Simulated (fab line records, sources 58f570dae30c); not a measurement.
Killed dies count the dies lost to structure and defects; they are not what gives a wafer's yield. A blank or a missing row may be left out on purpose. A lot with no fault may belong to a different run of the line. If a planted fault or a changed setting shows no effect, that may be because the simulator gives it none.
Matching of chambers / flow berkeley cmos170 / 3 sister chambers for UCB170_CONTACT_ETCH_18 on rie diel-01
The step etches PSG in CHF3/CF4/Ar, stops on TiSi2, target depth 840 nm, time 195 s. 14 wafers are shown with their chamber, then 5 later ones without.

## WAFERS WITH THEIR CHAMBER
wafer=L305.1; chamber=2; throttle valve pct (%)=6.92; drypump motor current A (A)=5.6; run length s (s)=223.0
wafer=L305.2; chamber=3; throttle valve pct (%)=7.07; drypump motor current A (A)=5.9; run length s (s)=223.4
wafer=L305.5; chamber=3; throttle valve pct (%)=7.08; drypump motor current A (A)=5.9; run length s (s)=223.3
wafer=L307.3; chamber=1; throttle valve pct (%)=6.97; drypump motor current A (A)=5.3; run length s (s)=223.9
wafer=L307.5; chamber=2; throttle valve pct (%)=6.92; drypump motor current A (A)=5.6; run length s (s)=223.0
wafer=L307.6; chamber=3; throttle valve pct (%)=7.08; drypump motor current A (A)=5.8; run length s (s)=223.8
wafer=L308.3; chamber=1; throttle valve pct (%)=6.95; drypump motor current A (A)=5.3; run length s (s)=224.1
wafer=L308.4; chamber=1; throttle valve pct (%)=6.95; drypump motor current A (A)=5.3; run length s (s)=224.1
wafer=L308.5; chamber=3; throttle valve pct (%)=7.08; drypump motor current A (A)=5.8; run length s (s)=223.6
wafer=L310.1; chamber=2; throttle valve pct (%)=6.92; drypump motor current A (A)=5.7; run length s (s)=222.5
wafer=L310.2; chamber=1; throttle valve pct (%)=6.95; drypump motor current A (A)=5.3; run length s (s)=223.6
wafer=L310.6; chamber=1; throttle valve pct (%)=6.96; drypump motor current A (A)=5.3; run length s (s)=223.8
wafer=L314.2; chamber=1; throttle valve pct (%)=6.96; drypump motor current A (A)=5.3; run length s (s)=223.6
wafer=L314.3; chamber=2; throttle valve pct (%)=6.93; drypump motor current A (A)=5.6; run length s (s)=222.6

SIGNATURES, as means of the wafers listed above
reading=throttle valve pct; chamber 1=6.9567; chamber 2=6.9225; chamber 3=7.0775; scatter within a chamber=0.00663
reading=drypump motor current A; chamber 1=5.300; chamber 2=5.625; chamber 3=5.850; scatter within a chamber=0.0399
reading=run length s; chamber 1=223.850; chamber 2=222.775; chamber 3=223.525; scatter within a chamber=0.235
Rule: a wafer's distance from a chamber is the root of the sum, over the readings, of the square of ((its reading less the chamber's mean) divided by the reading's scatter). If the next closest chamber is less than 2 further off than the closest, the wafer can't be placed; otherwise it belongs to the closest. The scatter: take each reading less its chamber's mean, square it, sum over the shown wafers, divide by the number of wafers less the number of chambers, and take the root.

## WAFERS MISSING THEIR CHAMBER
wafer=L314.5; throttle valve pct (%)=6.92; drypump motor current A (A)=5.6; run length s (s)=222.6
wafer=L323.1; throttle valve pct (%)=6.92; drypump motor current A (A)=5.6; run length s (s)=222.7
wafer=L323.3; throttle valve pct (%)=6.96; drypump motor current A (A)=5.3; run length s (s)=223.6
wafer=L323.5; throttle valve pct (%)=6.95; drypump motor current A (A)=5.3; run length s (s)=224.1
wafer=L325.3; throttle valve pct (%)=6.91; drypump motor current A (A)=5.6; run length s (s)=222.6

## EACH ONE'S CHAMBER
wafer=L314.5; from the rows above=2; in truth=2
wafer=L323.1; from the rows above=2; in truth=2
wafer=L323.3; from the rows above=1; in truth=1
wafer=L323.5; from the rows above=1; in truth=1
wafer=L325.3; from the rows above=2; in truth=2
5 of 5 placed correctly. Number that these rows cannot place: 0. 0 placed wrongly.
